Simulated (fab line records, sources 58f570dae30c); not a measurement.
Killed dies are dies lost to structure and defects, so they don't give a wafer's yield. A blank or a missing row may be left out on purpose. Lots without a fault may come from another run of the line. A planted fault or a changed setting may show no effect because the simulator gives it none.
fab line records | flow berkeley_cmos170
record lots=5 wafers=23
route steps=331 shown NSD@195 SDANNEAL@205 PSD@206 SILICIDE@211 CONTACT@226 M1@242 V1@256
start_h: hours from the record's first day to the start of the lot's first wafer shown | wait_h: hours since the lot's step before | " the same as in the row above | L1.1+2: a row that stands for several wafers | - no value, or no start given | * or withheld: withheld | < > ~ a bound
route shown NAME@n: a module of which the file shows steps, and the number in the route of the first | usual: mean/standard deviation of fault-free wafers | same: alike in all rows | chamber/n: place in a boat | sites: the reading at each site | _std_site: their standard deviation | _edge_site: outer sites' mean less inner sites' | radius_mm: how far each site lies from the wafer's centre | mask NAME#n: copy n | behind: the tool/chamber that last shaped the wafer | hold: why the lot was held/for how many hours/how that ended | device: the transistor (n, p or np) that didn't switch | end of line: the same wafers' tests at the end of the route | a step without rows: its recipe alone | killed: dies lost to structure and defects at the first sort, not the wafer's yield | map: a wafer's dies, x killed, . not, _ none there
set.NAME: the setting as run; set.NAME@STEP: as run at that earlier step | model.NAME: the simulator's own value behind a step, which no gauge read
lots whose settings were changed on purpose; a table a step, a row a wafer
## steps
# step UCB170_NSD_IMPLANT_08
# recipe species=P dose_cm2=3e+15 energy_kev=40 tilt_deg=7
# columns lot.wafer tool chamber start_h wait_h set.energy_kev model.implant.rp_nm model.implant.drp_nm
L074.1+3+5 implanter-01 0 138.15 0.0 40 48 21.16
L078.1+2+3+5+6 implanter-01 0 160.60 0.0 40 48.91 21.16
L079.1+2 implanter-02 0 160.87 0.0 38.84 47.7 20.63
L079.3+4+6 " 0 " " 40 49.1 21.16
L082.1+4+6 implanter-02 0 191.11 0.0 40 48.28 21.16
L082.2+3 " 0 " " 42.15 50.84 22.12
L083.1+2+3+4+6 implanter-02 0 193.76 0.0 40 49.06 21.16
# step UCB170_NSD_STRIP_09
# recipe chemistry=O2 power_w=400 pressure_mtorr=3500 platen_temp_c=withheld o2_flow_sccm=400 overash_fraction=0.5
# usual strip_time_to_endpoint_s=35.79/0.068
# columns lot.wafer tool chamber start_h wait_h set.energy_kev@NSD_IMPLANT_08 strip_time_to_endpoint_s
L074.1 plasma_asher-03 1 138.30 0.1 40 35.84
L074.3 " 1 " " 40 35.76
L074.5 " 1 " " 40 35.74
L078.1 plasma_asher-02 0 160.75 0.1 40 35.78
L078.2 " 1 " " 40 35.74
L078.3 " 1 " " 40 35.76
L078.5 " 0 " " 40 35.81
L078.6 " 1 " " 40 35.80
L079.1 plasma_asher-03 1 161.02 0.1 38.84 35.36
L079.2 " 0 " " 38.84 35.42
L079.3 " 0 " " 40 35.88
L079.4 " 1 " " 40 35.80
L079.6 " 0 " " 40 35.84
L082.1 plasma_asher-03 1 191.26 0.1 40 35.83
L082.2 " 0 " " 42.15 36.59
L082.3 " 1 " " 42.15 36.57
L082.4 " 0 " " 40 35.85
L082.6 " 0 " " 40 35.87
L083.1 plasma_asher-04 1 193.91 0.1 40 35.67
L083.2 " 0 " " 40 35.72
L083.3 " 1 " " 40 35.69
L083.4 " 0 " " 40 35.64
L083.6 " 1 " " 40 35.67
# step UCB170_NSD_TW_MEAS_10
# usual NSD_TW=4186/28
# columns lot.wafer tool chamber start_h wait_h set.energy_kev@NSD_IMPLANT_08 NSD_TW
L074.1 film_metro-02 - 138.40 0.1 40 4149
L074.3 " - " " 40 4183
L074.5 " - " " 40 4159
L078.1 film_metro-02 - 160.85 0.1 40 4182
L078.2 " - " " 40 4182
L078.3 " - " " 40 4187
L078.5 " - " " 40 4191
L078.6 " - " " 40 4204
L079.1 film_metro-01 - 161.12 0.1 38.84 4165
L079.2 " - " " 38.84 4179
L079.3 " - " " 40 4207
L079.4 " - " " 40 4212
L079.6 " - " " 40 4181
L082.1 film_metro-02 - 191.36 0.1 40 4177
L082.2 " - " " 42.15 4238
L082.3 " - " " 42.15 4248
L082.4 " - " " 40 4182
L082.6 " - " " 40 4171
L083.1 film_metro-01 - 194.01 0.1 40 4167
L083.2 " - " " 40 4158
L083.3 " - " " 40 4149
L083.4 " - " " 40 4159
L083.6 " - " " 40 4180
# step UCB170_SDANNEAL_RTA_01
# recipe temp_c=1050 time_s=5 ambient=N2
# columns lot.wafer tool chamber start_h wait_h set.time_s
L074.1+3+5 rtp_anneal-02 0 139.58 0.1 5
L078.1+5+6 rtp_anneal-01 0 161.93 0.1 5
L078.2+3 " 0 " " 4.524
L079.1+2+3+4+6 rtp_anneal-02 0 162.32 0.1 5
L082.1+2+4 rtp_anneal-01 0 192.51 0.1 4.649
L082.3+6 " 0 " " 5
L083.1+3+4 rtp_anneal-02 0 195.15 0.1 5.437
L083.2+6 " 0 " " 5
# step UCB170_SDANNEAL_RS_MEAS_02
# recipe thk_meas_gauge=four-point-probe
# usual PSD_RS=75.46/0.28
# columns lot.wafer tool chamber start_h wait_h set.time_s@SDANNEAL_RTA_01 PSD_RS[ohm/sq]
L074.1 film_metro-04 - 139.64 0.0 5 75.51
L074.3 " - " " 5 75.34
L074.5 " - " " 5 75.60
L078.1 film_metro-02 - 161.99 0.0 5 -
L078.2 " - " " 4.524 77.38
L078.3 " - " " 4.524 -
L078.5 " - " " 5 -
L078.6 " - " " 5 75.45
L079.1 film_metro-04 - 162.38 0.0 5 75.32
L079.2 " - " " 5 75.59
L079.3 " - " " 5 75.58
L079.4 " - " " 5 75.47
L079.6 " - " " 5 75.56
L082.1 film_metro-02 - 192.57 0.0 4.649 76.38
L082.2 " - " " 4.649 76.45
L082.3 " - " " 5 75.06
L082.4 " - " " 4.649 76.24
L082.6 " - " " 5 75.07
L083.1 film_metro-02 - 195.20 0.0 5.437 74.30
L083.2 " - " " 5 75.49
L083.3 " - " " 5.437 74.26
L083.4 " - " " 5.437 73.98
L083.6 " - " " 5 75.08
# step UCB170_SILICIDE_SPUTTER_01
# recipe material=Ti target_thk_nm=30 time_s=25 power_w=1500 chamber_pressure_pa=0.5
# columns lot.wafer tool chamber start_h wait_h set.power_w model.Ti_of_SILICIDE_SPUTTER_01.thk_nm
L074.1 pvd_sputter-02 - 140.19 0.0 1500 30.19
L074.3 " - " " 1500 30.34
L074.5 " - " " 1500 30.29
L078.1 pvd_sputter-01 - 162.54 0.0 1500 30.29
L078.2 " - " " 1500 29.88
L078.3 " - " " 1500 30.09
L078.5 " - " " 1500 30.07
L078.6 " - " " 1500 29.99
L079.1 pvd_sputter-03 - 162.92 0.0 1500 30.01
L079.2 " - " " 1561 31.36
L079.3 " - " " 1500 30.17
L079.4 " - " " 1561 31.33
L079.6 " - " " 1500 30.41
L082.1 pvd_sputter-02 - 193.11 0.0 1500 30.1
L082.2 " - " " 1500 30.26
L082.3 " - " " 1628 32.69
L082.4 " - " " 1628 32.73
L082.6 " - " " 1500 30.01
L083.1 pvd_sputter-01 - 195.75 0.0 1500 29.93
L083.2 " - " " 1436 28.66
L083.3 " - " " 1436 28.9
L083.4 " - " " 1436 28.97
L083.6 " - " " 1500 30.01
# step UCB170_SILICIDE_RS_MEAS_02
# recipe thk_meas_gauge=four-point-probe reads=Ti_of_SILICIDE_SPUTTER_01
# usual SILICIDE_TI_RS=26.12/0.25
# columns lot.wafer tool chamber start_h wait_h set.power_w@SILICIDE_SPUTTER_01 SILICIDE_TI_RS[ohm/sq]
L074.1 film_metro-02 - 140.22 0.0 1500 25.92
L074.3 " - " " 1500 25.74
L074.5 " - " " 1500 25.76
L078.1 film_metro-01 - 162.57 0.0 1500 25.88
L078.2 " - " " 1500 26.32
L078.3 " - " " 1500 26.04
L078.5 " - " " 1500 26.06
L078.6 " - " " 1500 26.17
L079.1 film_metro-03 - 162.95 0.0 1500 26.10
L079.2 " - " " 1561 24.80
L079.3 " - " " 1500 25.98
L079.4 " - " " 1561 24.87
L079.6 " - " " 1500 25.70
L082.1 film_metro-01 - 193.14 0.0 1500 26.01
L082.2 " - " " 1500 25.91
L082.3 " - " " 1628 23.61
L082.4 " - " " 1628 23.59
L082.6 " - " " 1500 26.14
L083.1 film_metro-03 - 195.78 0.0 1500 26.23
L083.2 " - " " 1436 27.64
L083.3 " - " " 1436 27.35
L083.4 " - " " 1436 27.24
L083.6 " - " " 1500 26.10
# step UCB170_SILICIDE_THK_MEAS_03
# recipe thk_meas_gauge=xrf reads=Ti_of_SILICIDE_SPUTTER_01
# usual SILICIDE_TI_THK=30.1/0.31
# columns lot.wafer tool chamber start_h wait_h set.power_w@SILICIDE_SPUTTER_01 SILICIDE_TI_THK[nm]
L074.1 film_metro-02 - 140.34 0.1 1500 30.3
L074.3 " - " " 1500 30.2
L074.5 " - " " 1500 30.3
L078.1 film_metro-01 - 162.69 0.1 1500 30.3
L078.2 " - " " 1500 29.7
L078.3 " - " " 1500 30.0
L078.5 " - " " 1500 29.8
L078.6 " - " " 1500 29.9
L079.1 film_metro-03 - 163.07 0.1 1500 30.2
L079.2 " - " " 1561 31.7
L079.3 " - " " 1500 30.5
L079.4 " - " " 1561 31.7
L079.6 " - " " 1500 30.6
L082.1 film_metro-01 - 193.26 0.1 1500 30.2
L082.2 " - " " 1500 30.3
L082.3 " - " " 1628 32.6
L082.4 " - " " 1628 32.8
L082.6 " - " " 1500 30.1
L083.1 film_metro-03 - 195.90 0.1 1500 30.1
L083.2 " - " " 1436 28.8
L083.3 " - " " 1436 29.0
L083.4 " - " " 1436 29.2
L083.6 " - " " 1500 30.2
# step UCB170_CONTACT_COAT_10
# recipe resist=KrF spin_rpm=1500 resist_thk_nm=900
# columns lot.wafer tool chamber start_h wait_h set.resist_thk_nm model.KrF_of_CONTACT_COAT_10.thk_nm
L074.1 litho_track-03 0 - - 900 901.6
L074.3 " 0 " " 900 900.4
L074.5 " 0 " " 900 900.6
L078.1 litho_track-02 0 - - 900 898.7
L078.2 " 0 " " 900 896.1
L078.3 " 0 " " 862.8 860.3
L078.5 " 0 " " 862.8 858.2
L078.6 " 0 " " 862.8 863.4
L079.1 litho_track-02 0 - - 867 868.2
L079.2 " 0 " " 900 900.2
L079.3 " 0 " " 900 900.7
L079.4 " 0 " " 900 902.1
L079.6 " 0 " " 867 867.3
L082.1 litho_track-04 0 - - 883.6 887.6
L082.2 " 0 " " 900 901.3
L082.3 " 0 " " 883.6 885.4
L082.4 " 0 " " 900 902.6
L082.6 " 0 " " 900 904
L083.1 litho_track-02 0 - - 900 897
L083.2 " 0 " " 900 898.4
L083.3+4 " 0 " " 900 897.5
L083.6 " 0 " " 900 897.2
# step UCB170_CONTACT_SOFTBAKE_11
# recipe resist=KrF temp_c=130 time_s=60
# step UCB170_CONTACT_EXPOSE_12
# recipe mask_id=CONT target_cd_nm=700 na=0.5 sigma_outer=0.6 source_shape=conventional dose_mj=35
# step UCB170_CONTACT_ETCH_17
# recipe chemistry=N2/H2 target_depth_a=withheld overetch_a=withheld target=BARC time_s=withheld source_w=500 bias_w=100 pressure_mtorr=30 n2_flow_sccm=100 h2_flow_sccm=200
# step UCB170_CONTACT_ETCH_18
# recipe chemistry=CHF3/CF4/Ar target=PSG stop_on=TiSi2 CHF3_flow_sccm=45 cf4_flow_sccm=15 Ar_flow_sccm=150 pressure_mtorr=200 rf_w=700 target_depth_a=8400 over_etch_frac=0.2 time_s=195
# columns lot.wafer tool chamber start_h wait_h set.resist_thk_nm@CONTACT_COAT_10 model.KrF_of_CONTACT_COAT_10.thk_nm
L074.1 rie_diel-03 0 - - 900 694.8
L074.3 " 1 " " 900 692
L074.5 " 3 " " 900 694.2
L078.1 rie_diel-01 2 - - 900 692.8
L078.2 " 3 " " 900 689.3
L078.3 " 0 " " 862.8 652.4
L078.5 " 2 " " 862.8 651.7
L078.6 " 1 " " 862.8 654.2
L079.1 rie_diel-03 3 - - 867 661.4
L079.2 " 0 " " 900 692.8
L079.3 " 2 " " 900 694.8
L079.4 " 3 " " 900 696.5
L079.6 " 0 " " 867 660.5
L082.1 rie_diel-01 2 - - 883.6 681.5
L082.2 " 3 " " 900 695
L082.3 " 1 " " 883.6 678.4
L082.4 " 0 " " 900 692
L082.6 " 1 " " 900 695.7
L083.1 rie_diel-04 1 - - 900 686.9
L083.2 " 2 " " 900 685.2
L083.3 " 3 " " 900 687.6
L083.4 " 1 " " 900 686.5
L083.6 " 2 " " 900 684
# step UCB170_M1_COAT_04
# recipe resist=KrF spin_rpm=1500 resist_thk_nm=900
# columns lot.wafer tool chamber start_h wait_h set.spin_rpm model.KrF_of_M1_COAT_04.thk_nm
L074.1 litho_track-04 0 - - 1500 900.8
L074.3 " 0 " " 1500 898.9
L074.5 " 0 " " 1500 898.2
L078.1 litho_track-03 0 - - 1500 898.6
L078.2 " 0 " " 1500 902.1
L078.3 " 0 " " 1500 902.5
L078.5 " 0 " " 1500 899.4
L078.6 " 0 " " 1500 901.9
L079.1 litho_track-01 0 - - 1457 914
L079.2 " 0 " " 1457 911.8
L079.3 " 0 " " 1457 911.2
L079.4 " 0 " " 1500 899.7
L079.6 " 0 " " 1500 898.6
L082.1 litho_track-03 0 - - 1608 867.5
L082.2 " 0 " " 1608 869.2
L082.3 " 0 " " 1500 898.7
L082.4 " 0 " " 1500 899.4
L082.6 " 0 " " 1500 901.1
L083.1 litho_track-04 0 - - 1500 897.2
L083.2 " 0 " " 1536 887.9
L083.3 " 0 " " 1536 889
L083.4 " 0 " " 1500 900.8
L083.6 " 0 " " 1500 899.4
# step UCB170_M1_SOFTBAKE_05
# recipe resist=KrF temp_c=130 time_s=60
# step UCB170_M1_EXPOSE_06
# recipe mask_id=METAL1 target_cd_nm=700 na=0.5 sigma_outer=0.6 source_shape=conventional dose_mj=21
# step UCB170_M1_ETCH_11
# recipe chemistry=N2/H2 target_depth_a=withheld overetch_a=withheld target=BARC time_s=withheld source_w=500 bias_w=100 pressure_mtorr=30 n2_flow_sccm=100 h2_flow_sccm=200
# step UCB170_M1_METAL_ETCH_12
# recipe chemistry=Cl2/BCl3 target=Al stop_on=PSG pressure_mtorr=12.22 target_depth_a=7800 over_etch_frac=0.3 time_s=130 icp_w=600 bias_w=120 Cl2_flow_sccm=90 bcl3_flow_sccm=45
# columns lot.wafer tool chamber start_h wait_h set.spin_rpm@M1_COAT_04 model.KrF_of_M1_COAT_04.thk_nm
L074.1 rie_metal-03 0 147.82 - 1500 438.4
L074.3 " 1 " " 1500 445.5
L074.5 " 0 " " 1500 439.1
L078.1 rie_metal-02 0 169.65 - 1500 437.8
L078.2 " 1 " " 1500 432.9
L078.3 " 0 " " 1500 442.1
L078.5 " 1 " " 1500 430.8
L078.6 " 0 " " 1500 443.7
L079.1 rie_metal-04 1 170.81 - 1457 450.6
L079.2 " 0 " " 1457 453.5
L079.3 " 1 " " 1457 447.1
L079.4 " 0 " " 1500 438
L079.6 " 0 " " 1500 441.6
L082.1 rie_metal-03 0 202.67 - 1608 401.5
L082.2 " 1 " " 1608 416.5
L082.3 " 0 " " 1500 437.9
L082.4 " 1 " " 1500 444.5
L082.6 " 1 " " 1500 447.9
L083.1 rie_metal-02 0 202.95 - 1500 436.5
L083.2 " 1 " " 1536 420.5
L083.3 " 0 " " 1536 424.5
L083.4 " 1 " " 1500 432.2
L083.6 " 1 " " 1500 434.8
# step UCB170_V1_CMP_02
# recipe material=SiO2 down_force_psi=6 platen_rpm=60 pad_velocity_m_s=0.75398
# columns lot.wafer tool chamber start_h wait_h set.leave_above_ref_nm model.SiO2_of_V1_CVD_00.thk_nm
L074.1 cmp-02 1 151.71 0.4 1000 1000
L074.3 " 2 " " 1000 1002
L074.5 " 1 " " 1000 999.7
L078.1 cmp-02 3 175.04 0.1 1000 998.1
L078.2 " 1 " " 1000 997.9
L078.3 " 2 " " 1000 1000
L078.6 " 3 " " 1000 997.2
L078.5 " 0 " " 1000 999
L079.4+2 cmp-01 2,3 175.34 0.3 1000 1000
L079.1 " 0 " " 959.9 960
L079.3 " 1 " " 959.9 960.2
L079.6 " 2 " " 1000 998.6
L082.1 cmp-02 2 208.58 0.1 933.7 934.3
L082.3 " 3 " " 1000 998.9
L082.2 " 0 " " 1000 998.7
L082.4 " 1 " " 933.7 932.9
L082.6 " 3 " " 1000 999.5
L083.4+1+6 cmp-02 2,3,3 208.88 0.3 1000 1001
L083.2 " 0 " " 1000 999.8
L083.3 " 1 " " 1000 999.7
# step UCB170_V1_THK_MEAS_04
# recipe reads=SiO2_of_V1_CVD_00
# usual V1_POLISHED_THK=999.7/1.1
# columns lot.wafer tool chamber start_h wait_h set.leave_above_ref_nm@V1_CMP_02 V1_POLISHED_THK[nm]
L074.1 film_metro-04 - 152.08 0.1 1000 999.9
L074.3 " - " " 1000 1002.0
L074.5 " - " " 1000 999.4
L078.1 film_metro-04 - 175.46 0.1 1000 997.0
L078.2 " - " " 1000 998.3
L078.3 " - " " 1000 1000.6
L078.5 " - " " 1000 999.0
L078.6 " - " " 1000 997.2
L079.1 film_metro-01 - 175.76 0.1 959.9 960.2
L079.2 " - " " 1000 1000.8
L079.3 " - " " 959.9 960.9
L079.4 " - " " 1000 999.3
L079.6 " - " " 1000 998.2
L082.1 film_metro-04 - 209.00 0.1 933.7 934.0
L082.2 " - " " 1000 999.0
L082.3 " - " " 1000 997.9
L082.4 " - " " 933.7 932.4
L082.6 " - " " 1000 1000.3
L083.1 film_metro-03 - 209.30 0.1 1000 999.2
L083.2 " - " " 1000 999.5
L083.3 " - " " 1000 999.4
L083.4 " - " " 1000 1000.9
L083.6 " - " " 1000 1001.7
# step UCB170_V1_ETCH_14
# recipe chemistry=CHF3/CF4/Ar target=SiO2 stop_on=Al CHF3_flow_sccm=45 cf4_flow_sccm=15 Ar_flow_sccm=150 pressure_mtorr=200 rf_w=700 target_depth_a=12500 over_etch_frac=0.25 time_s=291
# columns lot.wafer tool chamber start_h wait_h set.time_s set.leave_above_ref_nm@V1_CMP_02 model.V1.feature_depth_nm model.etch.depth_nm model.KrF_of_V1_COAT_07.thk_nm
L074.1 rie_diel-03 2 154.00 0.0 291 1000 1000 1000 610.5
L074.3 " 1 " " 291 1000 1002 1002 609
L074.5 " 0 " " 291 1000 999.7 999.7 605.2
L078.1 rie_diel-04 2 176.73 0.0 291 1000 998.3 998.1 602
L078.2 " 3 " " 267.9 1000 997.9 997.9 629.8
L078.3 " 1 " " 267.9 1000 1000 1000 632.5
L078.5 " 3 " " 267.9 1000 999 999 631.1
L078.6 " 2 " " 291 1000 997.4 997.2 600.8
L079.1 rie_diel-03 3 177.25 0.0 291 959.9 960 960 612.9
L079.2 " 2 " " 258.4 1000 1000 1000 642.4
L079.3 " 0 " " 291 959.9 960.2 - 608.8
L079.4 " 0 " " 258.4 1000 1000 - 635.8
L079.6 " 3 " " 291 1000 998.6 - 609.4
L082.1 rie_diel-04 2 210.67 0.0 291 933.7 934.5 934.3 609
L082.2 " 3 " " 319.1 1000 1002 - 584.6
L082.3 " 1 " " 291 1000 998.9 998.9 613.9
L082.4 " 3 " " 319.1 933.7 935.8 - 588.6
L082.6 " 1 " " 291 1000 999.6 - 609.3
L083.1 rie_diel-04 2 211.22 0.0 291 1000 1001 - 606.3
L083.2 " 1 " " 309.4 1000 1002 999.8 592.2
L083.3 " 3 " " 291 1000 999.7 - 608.1
L083.4 " 2 " " 309.4 1000 1003 - 586.4
L083.6 " 3 " " 291 1000 1001 1001 610.5
# step UCB170_V1_STRIP_15
# recipe chemistry=O2 power_w=400 pressure_mtorr=3500 platen_temp_c=withheld o2_flow_sccm=400 overash_fraction=0.5
# usual strip_time_to_endpoint_s=15.29/0.075
# columns lot.wafer tool chamber start_h wait_h set.time_s@V1_ETCH_14 strip_time_to_endpoint_s
L074.1 plasma_asher-03 1 154.18 0.1 291 15.31
L074.3 " 1 " " 291 15.29
L074.5 " 0 " " 291 15.19
L078.1 plasma_asher-02 0 176.91 0.1 291 15.11
L078.2 " 1 " " 267.9 15.78
L078.3 " 1 " " 267.9 15.85
L078.5 " 1 " " 267.9 15.79
L078.6 " 0 " " 291 15.09
L079.1 plasma_asher-04 0 177.43 0.1 291 15.37
L079.2 " 1 " " 258.4 16.01
L079.3 " 0 " " 291 15.29
L079.4 " 1 " " 258.4 15.85
L079.6 " 1 " " 291 15.30
L082.1 plasma_asher-02 0 210.84 0.1 291 15.30
L082.2 " 1 " " 319.1 14.72
L082.3 " 0 " " 291 15.40
L082.4 " 1 " " 319.1 14.81
L082.6 " 0 " " 291 15.30
L083.1 plasma_asher-02 1 211.39 0.1 291 15.22
L083.2 " 0 " " 309.4 14.89
L083.3 " 1 " " 291 15.27
L083.4 " 0 " " 309.4 14.76
L083.6 " 1 " " 291 15.32
## key
split step=UCB170_NSD_IMPLANT_08 setting=energy_kev stated=40 by=wafer
response step=UCB170_NSD_IMPLANT_08 reading=model.implant.rp_nm change=+0.477 per=1% r=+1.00
response step=UCB170_NSD_IMPLANT_08 reading=model.implant.drp_nm change=+0.179 per=1% r=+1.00
response step=UCB170_NSD_STRIP_09 reading=strip_time_to_endpoint_s change=* per=1% r=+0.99
response step=UCB170_NSD_TW_MEAS_10 reading=NSD_TW change=+11.7 per=1% r=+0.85
split step=UCB170_SDANNEAL_RTA_01 setting=time_s stated=5 by=wafer
response step=UCB170_SDANNEAL_RS_MEAS_02 reading=PSD_RS change=-0.162 per=1% r=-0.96
split step=UCB170_SILICIDE_SPUTTER_01 setting=power_w stated=1500 by=wafer
response step=UCB170_SILICIDE_SPUTTER_01 reading=model.Ti_of_SILICIDE_SPUTTER_01.thk_nm change=+0.293 per=1% r=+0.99
response step=UCB170_SILICIDE_RS_MEAS_02 reading=SILICIDE_TI_RS change=-0.283 per=1% r=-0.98
response step=UCB170_SILICIDE_THK_MEAS_03 reading=SILICIDE_TI_THK change=+0.294 per=1% r=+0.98
split step=UCB170_CONTACT_COAT_10 setting=resist_thk_nm stated=900 by=wafer
response step=UCB170_CONTACT_COAT_10 reading=model.KrF_of_CONTACT_COAT_10.thk_nm change=+8.96 per=1% r=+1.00
response step=UCB170_CONTACT_ETCH_18 reading=model.KrF_of_CONTACT_COAT_10.thk_nm change=+9.09 per=1% r=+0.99
split step=UCB170_M1_COAT_04 setting=spin_rpm stated=1500 by=wafer
response step=UCB170_M1_COAT_04 reading=model.KrF_of_M1_COAT_04.thk_nm change=-4.39 per=1% r=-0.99
response step=UCB170_M1_METAL_ETCH_12 reading=model.KrF_of_M1_COAT_04.thk_nm change=-4.67 per=1% r=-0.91
split step=UCB170_V1_CMP_02 setting=leave_above_ref_nm stated=1000 by=wafer
response step=UCB170_V1_CMP_02 reading=model.SiO2_of_V1_CVD_00.thk_nm change=+9.87 per=1% r=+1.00
response step=UCB170_V1_THK_MEAS_04 reading=V1_POLISHED_THK change=+9.87 per=1% r=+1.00
response step=UCB170_V1_ETCH_14 reading=model.V1.feature_depth_nm change=+9.81 per=1% r=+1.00
response step=UCB170_V1_ETCH_14 reading=model.etch.depth_nm change=+9.83 per=1% r=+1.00
split step=UCB170_V1_ETCH_14 setting=time_s stated=291 by=wafer
response step=UCB170_V1_ETCH_14 reading=model.KrF_of_V1_COAT_07.thk_nm change=-2.83 per=1% r=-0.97
response step=UCB170_V1_STRIP_15 reading=strip_time_to_endpoint_s change=* per=1% r=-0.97
